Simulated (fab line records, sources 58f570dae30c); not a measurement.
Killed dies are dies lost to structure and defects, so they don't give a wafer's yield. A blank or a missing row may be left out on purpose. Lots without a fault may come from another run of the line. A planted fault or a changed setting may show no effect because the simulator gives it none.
Which tool did it? | flow berkeley_cmos170 | 14 lots, 42 wafers sampled, at 6 steps of a route of 331

WHAT THE GAUGES READ, wafer by wafer
UCB170_PLDD_CD_MEAS_06: target cd 1200 nm.
lot  | measured     | on        | cd_nm (nm)
L607 | day 6 11:46  | cd_sem-01 | 1199.8 1201.0 1200.2
L611 | day 7 00:26  | cd_sem-01 | 1201.9 1201.6 1201.7
L608 | day 7 00:42  | cd_sem-01 | 1200.6 1199.9 1200.9
L610 | day 7 00:59  | cd_sem-01 | 1200.5 1200.5 1200.6
L609 | day 7 01:04  | cd_sem-02 | 1201.6 1201.7 1202.8
L613 | day 7 10:22  | cd_sem-02 | 1200.6 1201.0 1201.2
L616 | day 8 00:23  | cd_sem-02 | 1199.2 1201.4 1200.4
L619 | day 8 21:18  | cd_sem-01 | 1204.2 1204.5 1202.3
L620 | day 8 22:02  | cd_sem-01 | 1198.8 1199.6 1199.0
L621 | day 9 02:42  | cd_sem-01 | 1199.5 1199.7 1199.5
L625 | day 10 04:39 | cd_sem-02 | 1197.8 1198.0 1198.6
L628 | day 10 19:14 | cd_sem-02 | 1199.9 1200.4 1201.2
L629 | day 10 19:29 | cd_sem-01 | 1201.6 1201.5 1201.7
L630 | day 11 03:14 | cd_sem-02 | 1200.5 1200.9 1198.9

UCB170_SDANNEAL_RS_MEAS_03: measures by four-point-probe.
lot  | measured     | on            | NSD_RS (ohm/sq)
L607 | day 7 05:08  | film_metro-03 | 37.15 37.12 37.27
L611 | day 7 13:20  | film_metro-03 | 37.27 37.28 37.19
L608 | day 7 12:54  | film_metro-01 | 37.26 37.36 37.26
L610 | day 7 12:56  | film_metro-04 | 37.28 37.31 37.38
L609 | day 7 13:41  | film_metro-01 | 37.25 37.15 37.18
L613 | day 7 23:19  | film_metro-04 | 37.48 37.40 37.41
L616 | day 8 13:34  | film_metro-03 | 37.30 37.34 37.22
L619 | day 9 10:43  | film_metro-01 | 38.31 38.29 38.29
L620 | day 9 11:02  | film_metro-04 | 37.34 37.38 37.41
L621 | day 9 13:54  | film_metro-04 | 38.18 38.23 38.20
L625 | day 10 16:49 | film_metro-03 | 37.20 37.19 37.24
L628 | day 11 09:56 | film_metro-01 | 37.13 37.11 37.20
L629 | day 11 09:56 | film_metro-03 | 37.13 37.27 37.22
L630 | day 11 17:04 | film_metro-04 | 37.45 37.36 37.33

UCB170_CONTACT_OVL_MEAS_16.
lot  | measured     | on         | CONTACT_OVL (nm)
L607 | day 7 11:20  | overlay-02 | -12 -14 -12
L611 | day 7 18:37  | overlay-02 | 2 5 4
L608 | day 7 17:26  | overlay-02 | 11 0 3
L610 | day 7 18:20  | overlay-01 | -3 -2 -4
L609 | day 7 19:34  | overlay-01 | 2 0 -1
L613 | day 8 06:30  | overlay-02 | -2 -11 -5
L616 | day 8 18:55  | overlay-01 | -2 -4 -3
L619 | day 9 15:41  | overlay-02 | 0 5 4
L620 | day 9 16:14  | overlay-02 | 1 -1 -1
L621 | day 9 19:50  | overlay-01 | 1 -1 -3
L625 | day 10 22:33 | overlay-02 | -1 3 4
L628 | day 11 15:42 | overlay-01 | 3 -2 1
L629 | day 11 15:23 | overlay-01 | -2 0 3
L630 | day 11 22:26 | overlay-02 | -3 -4 -5

WHICH TOOL RAN EACH LOT (tool, then ch and the chambers of the sampled wafers, then the start)
lot  | UCB170_NSD_IMPLANT_08           | UCB170_NSD_STRIP_09                  | UCB170_SILICIDE_RTA_04
L607 | implanter-02 ch 0, day 7 03:32  | plasma_asher-04 ch 0,1, day 7 03:41  | rtp_anneal-01 ch 0, day 7 05:47
L611 | implanter-02 ch 0, day 7 11:36  | plasma_asher-03 ch 1, day 7 11:45    | rtp_anneal-01 ch 0, day 7 13:58
L608 | implanter-02 ch 0, day 7 11:02  | plasma_asher-04 ch 0,1, day 7 11:10  | rtp_anneal-01 ch 0, day 7 13:32
L610 | implanter-04 ch 0, day 7 11:07  | plasma_asher-01 ch 0,1, day 7 11:15  | rtp_anneal-02 ch 0, day 7 13:34
L609 | implanter-03 ch 0, day 7 11:39  | plasma_asher-01 ch 0,1, day 7 11:48  | rtp_anneal-02 ch 0, day 7 14:19
L613 | implanter-04 ch 0, day 7 21:04  | plasma_asher-03 ch 0,1, day 7 21:12  | rtp_anneal-01 ch 0, day 7 23:59
L616 | implanter-04 ch 0, day 8 11:32  | plasma_asher-01 ch 0,1, day 8 11:41  | rtp_anneal-01 ch 0, day 8 14:13
L619 | implanter-03 ch 0, day 9 09:08  | plasma_asher-03 ch 0,1, day 9 09:17  | rtp_anneal-01 ch 0, day 9 11:21
L620 | implanter-02 ch 0, day 9 09:27  | plasma_asher-01 ch 0,1, day 9 09:36  | rtp_anneal-02 ch 0, day 9 11:41
L621 | implanter-03 ch 0, day 9 12:06  | plasma_asher-04 ch 0,1, day 9 12:14  | rtp_anneal-01 ch 0, day 9 14:31
L625 | implanter-04 ch 0, day 10 15:22 | plasma_asher-01 ch 0,1, day 10 15:31 | rtp_anneal-02 ch 0, day 10 17:28
L628 | implanter-04 ch 0, day 11 06:37 | plasma_asher-03 ch 0,1, day 11 06:46 | rtp_anneal-02 ch 0, day 11 10:35
L629 | implanter-04 ch 0, day 11 07:20 | plasma_asher-03 ch 0,1, day 11 07:29 | rtp_anneal-01 ch 0, day 11 10:35
L630 | implanter-04 ch 0, day 11 15:37 | plasma_asher-03 ch 0,1, day 11 15:46 | rtp_anneal-01 ch 0, day 11 17:43
- UCB170_NSD_IMPLANT_08
- UCB170_NSD_STRIP_09: strips in O2.
- UCB170_SILICIDE_RTA_04: time 15.71 s.

WHAT THE TOOLS THEMSELVES READ (means of the sampled wafers that have a number; where no wafer has one, the mark that the record gives instead)
UCB170_NSD_IMPLANT_08.
lot  | tool         | dose_ions_cm2 | faraday_current_uA
L607 | implanter-02 | 3e+15         | 9501
L611 | implanter-02 | 3e+15         | 9121
L608 | implanter-02 | 3e+15         | 9422
L610 | implanter-04 | 3e+15         | 9085
L609 | implanter-03 | 3e+15         | 9352
L613 | implanter-04 | 3e+15         | 9138
L616 | implanter-04 | 3e+15         | 9179
L619 | implanter-03 | 3e+15         | 8648
L620 | implanter-02 | 3e+15         | 9179
L621 | implanter-03 | 3e+15         | 8700
L625 | implanter-04 | 3e+15         | 9217
L628 | implanter-04 | 3e+15         | 9319
L629 | implanter-04 | 3e+15         | 9164
L630 | implanter-04 | 3e+15         | 9220

UCB170_NSD_STRIP_09.
lot  | tool            | drypump_motor_current_A (A) | oes_product_au (a.u.) | strip_time_to_endpoint_s (s)
L607 | plasma_asher-04 | 6.0                         | 0.534                 | 35.91
L611 | plasma_asher-03 | 4.9                         | 0.537                 | 35.70
L608 | plasma_asher-04 | 6.0                         | 0.537                 | 35.78
L610 | plasma_asher-01 | 5.3                         | 0.539                 | 35.80
L609 | plasma_asher-01 | 5.3                         | 0.532                 | 35.85
L613 | plasma_asher-03 | 5.4                         | 0.537                 | 35.80
L616 | plasma_asher-01 | 5.3                         | 0.538                 | 35.87
L619 | plasma_asher-03 | 5.2                         | 0.538                 | 35.32
L620 | plasma_asher-01 | 5.3                         | 0.533                 | 35.73
L621 | plasma_asher-04 | 6.0                         | 0.543                 | 35.34
L625 | plasma_asher-01 | 5.3                         | 0.535                 | 35.78
L628 | plasma_asher-03 | 5.4                         | 0.530                 | 35.90
L629 | plasma_asher-03 | 5.4                         | 0.531                 | 35.85
L630 | plasma_asher-03 | 5.2                         | 0.537                 | 35.80

UCB170_SILICIDE_RTA_04.
lot  | tool          | lamp_power_pct (%) | wafer_temp_C_max
L607 | rtp_anneal-01 | 8.7                | 652.7
L611 | rtp_anneal-01 | 8.7                | 653.6
L608 | rtp_anneal-01 | 8.7                | 653.0
L610 | rtp_anneal-02 | 10.9               | 651.9
L609 | rtp_anneal-02 | 10.9               | 652.3
L613 | rtp_anneal-01 | 8.7                | 653.2
L616 | rtp_anneal-01 | 8.7                | 652.5
L619 | rtp_anneal-01 | 8.7                | 652.9
L620 | rtp_anneal-02 | 10.9               | 652.2
L621 | rtp_anneal-01 | 8.7                | 653.4
L625 | rtp_anneal-02 | 10.9               | 652.6
L628 | rtp_anneal-02 | 10.9               | 652.7
L629 | rtp_anneal-01 | 8.7                | 652.6
L630 | rtp_anneal-01 | 8.7                | 652.8

THE ANSWER, worked out from the rows above alone
Rule: what is usual is taken from the lots themselves. Put in order of their means at a reading, lots are off if they are a third of the lots or fewer, leave a main group of 4 or more, and stand apart from it by a gap of 3 or more times the standard deviation of the main group's means; of several such gaps the widest counts. A main group whose means are all the same, to the digits that the tables above print for the reading, isn't used. A lot without any number at a reading at which 4 lots or more have one is off too. The other lots that the step has rows for count as sound. The gauges are gone through in route order, then the tools' own readings, and for those a lot's mean is taken as printed above. The first step at which some lot is off is used, and at that step the reading that is off furthest; a lot without a number counts as furthest.
Off: L619, L621, at UCB170_SDANNEAL_RS_MEAS_03 (NSD_RS). The main group: mean 37.27 ohm/sq, standard deviation 0.087.
A tool fits if, at a process step before that reading, it ran every lot that is off, and no sound lot after the first of them. The gauges at UCB170_SDANNEAL_RS_MEAS_03 aren't tried: what is off there is off at UCB170_NSD_IMPLANT_08 too, on other tools, and a gauge's error can't cause that. One fits: implanter-03 at UCB170_NSD_IMPLANT_08. Its last sound lot is L609 (day 7 11:39), its first lot that is off L619 (day 9 09:08): a fault that began between those two fits.

WHAT THE SIMULATOR HAD PUT IN
Process parameter drift: implanter-03, from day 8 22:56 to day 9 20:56, at UCB170_NSD_IMPLANT_08. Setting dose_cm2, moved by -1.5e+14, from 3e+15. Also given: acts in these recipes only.
Lots struck among those shown: L619, L621. The rule above found the same.
